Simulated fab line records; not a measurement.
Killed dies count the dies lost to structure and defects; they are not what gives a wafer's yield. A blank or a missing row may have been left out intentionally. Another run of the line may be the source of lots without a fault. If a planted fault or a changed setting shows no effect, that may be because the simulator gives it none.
A struck lot beside a sound one || flow ritCmos || 26 steps out of a route of 202
Sound: wafers L973.2, L973.4, L973.6. The struck wafers were L984.1, L984.2, L984.6. The cause comes at the end.
At each step with rows: each side's tool, then ch and its chambers, then its first start. Under that, the readings that differ: sound wafers || struck wafers || difference of the means || sigmas: that difference in standard deviations of wafers without a fault.
alike: words and numbers the same on both sides, and readings whose means are apart by under 2 such deviations; not compared: readings that were withheld, readings missing a value for some wafer, numbers with overlapping values and no deviation given by the record, and bounds like >300 which may hide the same value.
A row with sigmas, a row that says differs or no value, or rows on one side alone: a step with any of these is where the two part. Non-overlapping numbers with no deviation appear without sigmas and do not part them. A reading missing from all wafers of one side parts the sides only when that side holds two or more wafers.

first, 2 steps without rows for these wafers: RIT_FOX2_CLEAN_02 (cleans in dHF, time 180 s); RIT_FOX2_WET_ETCH_03 (etches Si3N4 in H3PO4, target depth 195 nm, time 2700 s).
RIT_FOX2_THK_MEAS_90:
  sound on filmMetro-04 at day 3 02:28; struck on filmMetro-03 at day 5 08:12
  alike: FIELD_OXIDE_LEFT_1_THK
then, 6 steps without rows for these wafers: RIT_NWELL_HMDS_00 (prime time 60 s); RIT_NWELL_COAT_01 (resist thk 1300 nm); RIT_NWELL_SOFTBAKE_02 (time 58.1 s); RIT_NWELL_EXPOSE_03 (exposes mask M2, target cd 43900 nm); RIT_NWELL_PEB_04; RIT_NWELL_DEVELOP_05 (develop time 68 s).
RIT_NWELL_OVL_MEAS_06:
  sound on overlay-01 at day 3 03:31; struck on overlay-01 at day 5 09:08
  alike: NWELL_OVL
then, 2 steps without rows for these wafers: RIT_NWELL_HARDBAKE_07 (time 120 s); RIT_NWELL_IMPLANT_08.
RIT_NWELL_STRIP_09: strips in O2, time 180 s.
  sound on plasmaAsher-03 ch 0,1, day 3 03:57; struck on plasmaAsher-02 ch 0,1, day 5 09:35
  no value came back on the struck wafers for chamberPressureMTorr (mTorr), drypumpMotorCurrentA (A); on the sound wafers chamberPressureMTorr (mTorr) reads 4001 4000 3996
{"reading": "model.NOVOLAK_of_NWELL_COAT_01.thkNm (nm)", "sound": "0 0 0", "struck": "1138 1138 1134", "difference": "+1137", "sigmas": ""}
  not compared: rfHoursCounterH
RIT_NWELL_TW_MEAS_10:
  sound on filmMetro-04 at day 3 04:08; struck on filmMetro-01 at day 5 09:45
  alike: NWELL_TW
then, 6 steps without rows for these wafers: RIT_PWELL_HMDS_00 (prime time 60 s); RIT_PWELL_COAT_01 (resist thk 1300 nm); RIT_PWELL_SOFTBAKE_02 (time 60 s); RIT_PWELL_EXPOSE_03 (exposes mask M3, target cd 43700 nm); RIT_PWELL_PEB_04; RIT_PWELL_DEVELOP_05 (develop time 68 s).
RIT_PWELL_OVL_MEAS_06:
  sound on overlay-01 at day 3 05:23; struck on overlay-02 at day 5 10:41
  alike: PWELL_OVL
then, 2 steps without rows for these wafers: RIT_PWELL_HARDBAKE_07 (time 120 s); RIT_PWELL_IMPLANT_08.
RIT_PWELL_STRIP_09: strips in O2, time 180 s.
  sound on plasmaAsher-04 ch 0,1, day 3 05:49; struck on plasmaAsher-03 ch 0,1, day 5 11:08
  alike: chamberPressureMTorr, drypumpMotorCurrentA
  not compared: rfHoursCounterH
RIT_PWELL_TW_MEAS_10:
  sound on filmMetro-03 at day 3 05:59; struck on filmMetro-04 at day 5 11:18
{"reading": "PWELL_TW", "sound": "936 933 931", "struck": "30 30 30", "difference": -903, "sigmas": "-99 or more"}
then, 1 step without rows for these wafers: RIT_WELLDRIVE_ANNEAL_00 (time 14700 s).

WHERE THEY PART
Earliest at RIT_NWELL_STRIP_09; latest, in this record, at RIT_PWELL_TW_MEAS_10.

WHY: whatever the simulator had introduced
Beginning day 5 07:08, the whole step at RIT_NWELL_STRIP_09 was skipped on plasmaAsher-02. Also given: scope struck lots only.
